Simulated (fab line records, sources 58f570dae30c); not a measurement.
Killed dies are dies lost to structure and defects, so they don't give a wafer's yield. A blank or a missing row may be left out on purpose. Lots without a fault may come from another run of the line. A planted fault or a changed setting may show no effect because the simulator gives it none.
Problem report in the 8D (eight disciplines) form, filled by code | flow berkeley_cmos170 | the parts of the form that need people (team, actions taken, sign-off) are left out

1. THE PROBLEM
M3_AL_RS at UCB170_M3_RS_MEAS_02 reads a mean of 0.0354 ohm/sq on 1 wafer of 1 lot; wafers without a fault read 0.0320 ohm/sq with a standard deviation of 0.00037. That is +9.2 standard deviations from the usual mean.
The step: measures by four-point-probe.
First seen on wafer L615.4, day 9 10:35, on film_metro-03. The record holds 39 wafers of 13 lots with a number at this step. Rule for "out", or "out of limits": more than 4 standard deviations from the usual mean. The other wafers with a number count as sound.

2. WHAT IT IS AND WHAT IT IS NOT
question                    | is               | is not
which readings at this step | M3_AL_RS         | -
which lots                  | L615             | L607, L608, L609, L610, L611, L612, L613, L619, L621, L622, L628, L630
which wafers of those lots  | L615.4           | L615.3, L615.6
read on which gauges        | film_metro-03    | film_metro-01, film_metro-02
when                        | from day 9 10:35 | up to then (23 sound wafers); but 15 sound wafers of L619, L621, L622, L628, L630 came after

3. SUSPECTS, AND WHAT RULES EACH OUT
Counting: a tool at a process step up to the reading stays a suspect if it ran every lot that is out. Sound lots after the first of them don't rule it out here, since some wafers of a struck lot are sound.
- the gauge at UCB170_M3_RS_MEAS_02: kept. All the wafers that are out were read on film_metro-03, and no step on other tools shows them out.
- pvd_sputter-04 at UCB170_M3_SPUTTER_01 (material Al, target thk 900 nm, time 120 s): kept. It ran the lot that is out, L615 (day 9 10:28); its last sound lot up to then is L613 (day 9 00:56).
Left after counting: pvd_sputter-04 at UCB170_M3_SPUTTER_01, film_metro-03 at UCB170_M3_RS_MEAS_02.

4. THE CAUSE (what the simulator had put in)
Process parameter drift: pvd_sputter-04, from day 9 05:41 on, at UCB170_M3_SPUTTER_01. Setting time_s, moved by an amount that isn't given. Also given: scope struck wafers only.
Counting left 2 suspects, and this tool is among them.

5. THE CHAIN OF EFFECTS, in route order
Each row: a reading whose mean over the struck wafers that have a number lies more than 3 standard deviations from the usual. Only readings for which the record gives a usual standard deviation are gone through. hours: the time from each lot's start at the first step in this table that gives one to its start at this step, as a median over the lots. sigmas: the change in usual standard deviations.
hours | step                  | reading   | usual         | on struck wafers | change  | sigmas
0     | UCB170_M3_RS_MEAS_02  | M3_AL_RS  | 0.0320 ohm/sq | 0.0354           | +0.0034 | +9.2
0     | UCB170_M3_THK_MEAS_03 | M3_AL_THK | 904 nm        | 827              | -77     | -6.4
Later measuring or inspecting steps at which every struck wafer that the step has a row for has a number for every such reading, and none has moved that far: UCB170_M3_BOW_MEAS_20.

6. WHAT WOULD HAVE CAUGHT IT SOONER
In this record the first reading out of limits at a measuring or inspecting step was taken at day 9 10:35, 5 hours after the fault began at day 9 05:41.
Of the tool readings at UCB170_M3_SPUTTER_01 for which the record gives a usual standard deviation, none was out on any struck wafer, so an alarm limit of 4 standard deviations on them would not have fired.
All the lots that are out (1) had begun UCB170_M3_SPUTTER_01 on pvd_sputter-04 by day 9 10:35. A hold on the tool at that time would have spared none of them.
